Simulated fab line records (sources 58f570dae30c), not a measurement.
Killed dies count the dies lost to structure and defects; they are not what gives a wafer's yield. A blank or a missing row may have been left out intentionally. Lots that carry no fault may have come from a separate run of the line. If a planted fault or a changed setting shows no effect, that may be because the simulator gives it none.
A struck lot beside a sound one ; flow berkeleyCmos170 ; 14 out of 331 route steps
Sound: the wafers L568.3, L568.4, L568.6. Wafers L578.1, L578.2, L578.5 were the ones struck. The cause is named last.
For every step that has rows: the tool of each side, followed by ch and its chambers, followed by its first start. Under that, the readings that differ: sound wafers ; struck wafers ; difference of the means ; sigmas: that difference in standard deviations of wafers without a fault.
alike: same words and numbers on both sides, and readings whose means sit less than 2 such deviations apart. not compared: any withheld reading, any reading some wafer has no value for, any bound like >300 that may hide the same value, and any number with overlapping values for which the record gives no deviation.
The two part at a step that has a row with sigmas, a row that says differs or no value, or rows on one side only. When numbers do not overlap yet have no deviation, they are printed without sigmas and do not part them. A reading missing from all wafers of one side parts the sides only when that side holds two or more wafers.

UCB170_M2_METAL_ETCH_18: etches Al in Cl2/BCl3, stops on SiO2, target depth 1170 nm, time 195 s.
  sound on rieMetal-04 ch 0,1, day 9 22:17; struck on rieMetal-01 ch 0,1, day 12 22:41
  alike: chamberPressureMTorr, drypumpMotorCurrentA, oesProductAu, throttleValvePct
  not compared: rfHoursCounterH
UCB170_M2_STRIP_19: strips in O2.
  sound on plasmaAsher-03 ch 0,1, day 9 22:27; struck on plasmaAsher-04 ch 0,1, day 12 22:52
  alike: chamberPressureMTorr, drypumpMotorCurrentA, oesProductAu
  not compared: rfHoursCounterH
UCB170_M2_CD_MEAS_90: target cd 700 nm.
  sound on cdSem-02 at day 9 22:34; struck on cdSem-02 at day 12 23:05
  alike: cdNm
UCB170_V2_CVD_00: deposits SiO2 from TEOS/O2, target thk 2000 nm, time 250 s.
  sound on pecvd-01 ch 0,1,2, day 9 22:38; struck on pecvd-03 ch 0,1, day 12 23:12
  alike: heaterPowerW
UCB170_V2_THK_MEAS_01:
  sound on filmMetro-01 at day 9 22:49; struck on filmMetro-04 at day 12 23:22
  alike: V2_TEOS_THK
UCB170_V2_CMP_02: polishes SiO2.
  sound on cmp-01 ch 2,3, day 9 22:51; struck on cmp-01 ch 0,1,3, day 12 23:28
  alike: motorCurrentA
UCB170_V2_BOW_MEAS_03:
  sound on filmMetro-01 at day 9 23:11; struck on filmMetro-02 at day 12 23:43
  alike: V2_BOW
UCB170_V2_THK_MEAS_04:
  sound on filmMetro-01 at day 9 23:17; struck on filmMetro-02 at day 12 23:50
  alike: V2_POLISHED_THK
then, 4 steps without rows for these wafers: UCB170_V2_CLEAN_05 (cleans in DIW); UCB170_V2_HMDS_06 (prime time 60 s); UCB170_V2_COAT_07 (resist thk 900 nm); UCB170_V2_SOFTBAKE_08 (time 60 s).
UCB170_V2_EXPOSE_09: exposes mask VIA2, target cd 700 nm.
  sound on krfScanner-01 ch 0, day 10 00:00; struck on krfScanner-02, day 13 00:34
  no value came back on the struck wafers for exposureDoseMJCm2, focusOffsetNm (nm); on the sound wafers exposureDoseMJCm2 reads 37.24 37.17 37.21
  alike: mask
after that, 1 step had no rows for these wafers: UCB170_V2_PEB_10.

## WHERE THEY PART
Only at UCB170_V2_EXPOSE_09, within this record.

WHY: what had been put in by the simulator
Whole step skipped at UCB170_V2_EXPOSE_09 on krfScanner-02, starting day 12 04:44. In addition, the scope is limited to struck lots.
